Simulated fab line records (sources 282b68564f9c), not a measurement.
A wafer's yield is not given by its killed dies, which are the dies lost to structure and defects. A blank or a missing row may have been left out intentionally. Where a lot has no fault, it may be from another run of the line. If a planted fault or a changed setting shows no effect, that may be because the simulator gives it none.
Split-lot experiment || flow ritCmos || 23 wafers read from 5 lots, route of 202 steps

== SPLIT DETAILS ==
At RIT_M1_SPUTTER_00 (material Al, target thk 400 nm, time 500 s), the setting timeS was moved away from the recipe's 500 s on 8 of the 23 wafers read, by +7.3% to +12.1%. The other wafers ran this setting at the recipe's value.

== THE PATH FROM SPLIT TO READING: the file shows 1 step between them ==
- RIT_M1_RS_MEAS_01: measures by four-point-probe

== THE READING ==
M1_AL_THK, in nm, at RIT_M1_THK_MEAS_02 (measures by xrf). Fault-free wafers of this fab line usually give 401 nm, standard deviation 5.2 nm.

{"wafer": "L074.1", "tool, chamber at the split": "pvdSputter-01, -", "timeS as run, s": 536.7, "against the recipe": "+7.3%", "M1_AL_THK, nm": 431, "against lot-mates on the recipe": "+18"}
{"wafer": "L074.2", "tool, chamber at the split": "pvdSputter-01, -", "timeS as run, s": 536.7, "against the recipe": "+7.3%", "M1_AL_THK, nm": 443, "against lot-mates on the recipe": "+30"}
{"wafer": "L074.3", "tool, chamber at the split": "pvdSputter-01, -", "timeS as run, s": 500, "against the recipe": "recipe", "M1_AL_THK, nm": 416, "against lot-mates on the recipe": "-"}
{"wafer": "L074.5", "tool, chamber at the split": "pvdSputter-01, -", "timeS as run, s": 500, "against the recipe": "recipe", "M1_AL_THK, nm": 411, "against lot-mates on the recipe": "-"}
{"wafer": "L074.6", "tool, chamber at the split": "pvdSputter-01, -", "timeS as run, s": 536.7, "against the recipe": "+7.3%", "M1_AL_THK, nm": 442, "against lot-mates on the recipe": "+28"}
{"wafer": "L076.1", "tool, chamber at the split": "pvdSputter-01, -", "timeS as run, s": 545.8, "against the recipe": "+9.2%", "M1_AL_THK, nm": 439, "against lot-mates on the recipe": "+40"}
{"wafer": "L076.3", "tool, chamber at the split": "pvdSputter-01, -", "timeS as run, s": 545.8, "against the recipe": "+9.2%", "M1_AL_THK, nm": 434, "against lot-mates on the recipe": "+35"}
{"wafer": "L076.4", "tool, chamber at the split": "pvdSputter-01, -", "timeS as run, s": 545.8, "against the recipe": "+9.2%", "M1_AL_THK, nm": 427, "against lot-mates on the recipe": "+28"}
{"wafer": "L076.5", "tool, chamber at the split": "pvdSputter-01, -", "timeS as run, s": 500, "against the recipe": "recipe", "M1_AL_THK, nm": 400, "against lot-mates on the recipe": "-"}
{"wafer": "L076.6", "tool, chamber at the split": "pvdSputter-01, -", "timeS as run, s": 500, "against the recipe": "recipe", "M1_AL_THK, nm": 398, "against lot-mates on the recipe": "-"}
{"wafer": "L081.1", "tool, chamber at the split": "pvdSputter-04, -", "timeS as run, s": 560.7, "against the recipe": "+12.1%", "M1_AL_THK, nm": 444, "against lot-mates on the recipe": "+42"}
{"wafer": "L081.2", "tool, chamber at the split": "pvdSputter-04, -", "timeS as run, s": 500, "against the recipe": "recipe", "M1_AL_THK, nm": 406, "against lot-mates on the recipe": "-"}
{"wafer": "L081.3", "tool, chamber at the split": "pvdSputter-04, -", "timeS as run, s": 500, "against the recipe": "recipe", "M1_AL_THK, nm": 401, "against lot-mates on the recipe": "-"}
{"wafer": "L081.4", "tool, chamber at the split": "pvdSputter-04, -", "timeS as run, s": 500, "against the recipe": "recipe", "M1_AL_THK, nm": 400, "against lot-mates on the recipe": "-"}
{"wafer": "L081.6", "tool, chamber at the split": "pvdSputter-04, -", "timeS as run, s": 560.7, "against the recipe": "+12.1%", "M1_AL_THK, nm": 445, "against lot-mates on the recipe": "+43"}
{"wafer": "L082.2", "tool, chamber at the split": "pvdSputter-01, -", "timeS as run, s": 500, "against the recipe": "recipe", "M1_AL_THK, nm": 397, "against lot-mates on the recipe": "-"}
{"wafer": "L082.3", "tool, chamber at the split": "pvdSputter-01, -", "timeS as run, s": 500, "against the recipe": "recipe", "M1_AL_THK, nm": 400, "against lot-mates on the recipe": "-"}
{"wafer": "L082.4", "tool, chamber at the split": "pvdSputter-01, -", "timeS as run, s": 500, "against the recipe": "recipe", "M1_AL_THK, nm": 412, "against lot-mates on the recipe": "-"}
{"wafer": "L082.5", "tool, chamber at the split": "pvdSputter-01, -", "timeS as run, s": 500, "against the recipe": "recipe", "M1_AL_THK, nm": 407, "against lot-mates on the recipe": "-"}
{"wafer": "L082.6", "tool, chamber at the split": "pvdSputter-01, -", "timeS as run, s": 500, "against the recipe": "recipe", "M1_AL_THK, nm": 409, "against lot-mates on the recipe": "-"}
{"wafer": "L083.1", "tool, chamber at the split": "pvdSputter-04, -", "timeS as run, s": 500, "against the recipe": "recipe", "M1_AL_THK, nm": 402, "against lot-mates on the recipe": "-"}
{"wafer": "L083.5", "tool, chamber at the split": "pvdSputter-04, -", "timeS as run, s": 500, "against the recipe": "recipe", "M1_AL_THK, nm": 399, "against lot-mates on the recipe": "-"}
{"wafer": "L083.6", "tool, chamber at the split": "pvdSputter-04, -", "timeS as run, s": 500, "against the recipe": "recipe", "M1_AL_THK, nm": 400, "against lot-mates on the recipe": "-"}

FIT RESULTS
A straight line over all 23 wafers: M1_AL_THK changes by +3.57 nm for each +1% of timeS; r = +0.93; the points scatter about the line by 6.6 nm.
The same after taking each lot's own level away (the mean of its wafers on the recipe; 23 wafers): +3.56 nm for each +1%; r = +0.97; scatter 4.2 nm.
The reading moves by 43 nm for the largest change in timeS, on that fit.
The span of the lots' own levels, 399.0 to 413.5 nm, comes to 2.8 times the standard deviation stated above.
The two slopes agree, so the slope changes little with the lot-to-lot level.
Check: +43.6 nm against its lot-mates is what the line predicts for one of the wafers moved furthest among these (+12.1%) when that wafer is left out of the fit. Against them it came out at +41.7 nm.

== FURTHER SPLITS ON THESE WAFERS ==
Note: prior to the reading, these wafers also went through further splits. Each is held against what the fit with the lots' levels taken away leaves over:
{"other split on the same wafers": "RIT_SILICIDE_SPUTTER_01 timeS", "wafers away from the commonest value": 7, "r with M1_AL_THK (lot level and that fit taken away)": -0.31}
{"other split on the same wafers": "RIT_CONTACT_EXPOSE_05 doseMj", "wafers away from the commonest value": 10, "r with M1_AL_THK (lot level and that fit taken away)": "+0.34"}
{"other split on the same wafers": "RIT_CONTACT_DEVELOP_07 developTimeS", "wafers away from the commonest value": 6, "r with M1_AL_THK (lot level and that fit taken away)": "+0.08"}

== THE WHOLE CHAIN: every reading that the file lists as answering this split, in the file's order ==
{"step": "RIT_M1_SPUTTER_00", "what it does": "material Al, target thk 400 nm, time 500 s", "reading": "Al_of_M1_SPUTTER_00.thkNm (the simulator's own value, which no gauge read)", "change (the file's fit)": "+3.62 nm for each +1% of the setting", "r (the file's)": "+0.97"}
{"step": "RIT_M1_RS_MEAS_01", "what it does": "measures by four-point-probe", "reading": "M1_AL_RS", "change (the file's fit)": "-0.000611 for each +1% of the setting", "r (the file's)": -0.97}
{"step": "RIT_M1_THK_MEAS_02", "what it does": "measures by xrf", "reading": "M1_AL_THK", "change (the file's fit)": "+3.54 for each +1% of the setting", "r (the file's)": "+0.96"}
{"step": "RIT_M1_PROBE_99", "what it does": "", "reading": "etest.pmosTurned.rOnOhmUm (the simulator's own value, which no gauge read)", "change (the file's fit)": "-44 for each +1% of the setting, in a fit together with developTimeS@CONTACT_DEVELOP_07", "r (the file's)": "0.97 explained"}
{"step": "RIT_M1_PROBE_99", "what it does": "", "reading": "etest.pmos_0p15.rOnOhmUm (the simulator's own value, which no gauge read)", "change (the file's fit)": "-43 for each +1% of the setting, in a fit together with developTimeS@CONTACT_DEVELOP_07", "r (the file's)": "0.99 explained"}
{"step": "RIT_M1_PROBE_99", "what it does": "", "reading": "etest.nmos_0p15.driveUaUm (the simulator's own value, which no gauge read)", "change (the file's fit)": "+8.33 for each +1% of the setting, in a fit together with developTimeS@CONTACT_DEVELOP_07", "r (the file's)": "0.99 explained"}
{"step": "RIT_M1_PROBE_99", "what it does": "", "reading": "etest.pmos_0p15.driveUaUm (the simulator's own value, which no gauge read)", "change (the file's fit)": "+6.1 for each +1% of the setting, in a fit together with developTimeS@CONTACT_DEVELOP_07", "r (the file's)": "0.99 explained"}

== THE FILE'S OWN FIT ==
M1_AL_THK changes by +3.54 nm for each +1% of timeS, r = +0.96.
